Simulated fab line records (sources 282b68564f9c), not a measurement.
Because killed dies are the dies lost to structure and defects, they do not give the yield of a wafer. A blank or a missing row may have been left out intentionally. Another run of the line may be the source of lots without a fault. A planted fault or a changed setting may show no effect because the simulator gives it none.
A lot that was struck, set against a sound lot || flow rit cmos || 15 out of 202 route steps
Sound: these wafers, L287.1, L287.4, L287.5. Wafers L294.1, L294.2, L294.3 were the ones struck. The cause comes at the end.
Order at every step that has rows: each side's tool, ch and its chambers, its first start. Under that, the readings that differ: sound wafers || struck wafers || difference of the means || sigmas: that difference in standard deviations of wafers without a fault.
alike: readings whose means differ by less than 2 such deviations, and words and numbers that are the same on both sides. not compared: withheld readings, readings that some wafer has no value for, bounds like >300 that may hide the same value, and numbers for which the record gives no deviation and whose values overlap.
A row with sigmas, a row that says differs or no value, or rows on one side alone: a step with any of these is where the two part. Numbers that have no deviation but don't overlap get no sigmas and don't part them. A reading that every wafer of one side lacks parts them only if that side has two wafers or more.

first, 4 steps without rows for these wafers: RIT_CONTACT_SOFTBAKE_04 (time 60 s); RIT_CONTACT_EXPOSE_05 (exposes mask M11, target cd 1000 nm); RIT_CONTACT_PEB_06; RIT_CONTACT_DEVELOP_07 (develop time 120 s).
RIT_CONTACT_CD_MEAS_08: target cd 1000 nm.
  sound on cd sem-01 at day 4 10:31; struck on cd sem-01 at day 6 01:57
  alike: cd nm
RIT_CONTACT_OVL_MEAS_09:
  sound on overlay-01 at day 4 10:38; struck on overlay-02 at day 6 02:04
  alike: CONTACT_OVL
then, 1 step without rows for these wafers: RIT_CONTACT_HARDBAKE_10 (time 60 s).
RIT_CONTACT_ETCH_11: etches SiO2 in CHF3/CF4/Ar, stops on TiSi2, target depth 480 nm, time 320 s.
  sound on rie diel-04 ch 0,1,3, day 4 10:50; struck on rie diel-03 ch 0,2,3, day 6 02:15
  alike: drypump motor current A, oes product au, throttle valve pct
  not compared: rf hours counter h
RIT_CONTACT_STRIP_12: strips in O2, time 180 s.
  sound on plasma asher-02 ch 0, day 4 11:01; struck on plasma asher-04 ch 0,1, day 6 02:27
  alike: drypump motor current A
  not compared: rf hours counter h
RIT_CONTACT_CD_MEAS_90: target cd 1000 nm.
  sound on cd sem-01 at day 4 11:12; struck on cd sem-01 at day 6 02:37
  alike: cd nm
then, 2 steps without rows for these wafers: RIT_CONTACT_CLEAN_13 (cleans in SC1, time 600 s); RIT_CONTACT_CLEAN_14 (cleans in SC2, time 600 s).
RIT_M1_SPUTTER_00: material Al, target thk 400 nm, time 500 s.
  sound on pvd sputter-04 at day 4 11:41; struck on pvd sputter-04 at day 6 03:34
  alike: throttle valve pct
RIT_M1_RS_MEAS_01: a four-point-probe measurement.
  sound on film metro-04 at day 4 11:59; struck on film metro-04 at day 6 04:14
{"reading": "M1_AL_RS (ohm/sq)", "sound": "0.0736 0.0730 0.0732", "struck": "0.0361 0.0362 0.0366", "difference": -0.0370, "sigmas": -47}
RIT_M1_PROBE_99:
  rows exist in the record for the sound wafers here (prober-01, day 4 17:00), none for the struck ones

WHERE THEY PART
Earliest at RIT_M1_RS_MEAS_01; latest, in this record, at RIT_M1_PROBE_99.

WHY: the cause the simulator had injected
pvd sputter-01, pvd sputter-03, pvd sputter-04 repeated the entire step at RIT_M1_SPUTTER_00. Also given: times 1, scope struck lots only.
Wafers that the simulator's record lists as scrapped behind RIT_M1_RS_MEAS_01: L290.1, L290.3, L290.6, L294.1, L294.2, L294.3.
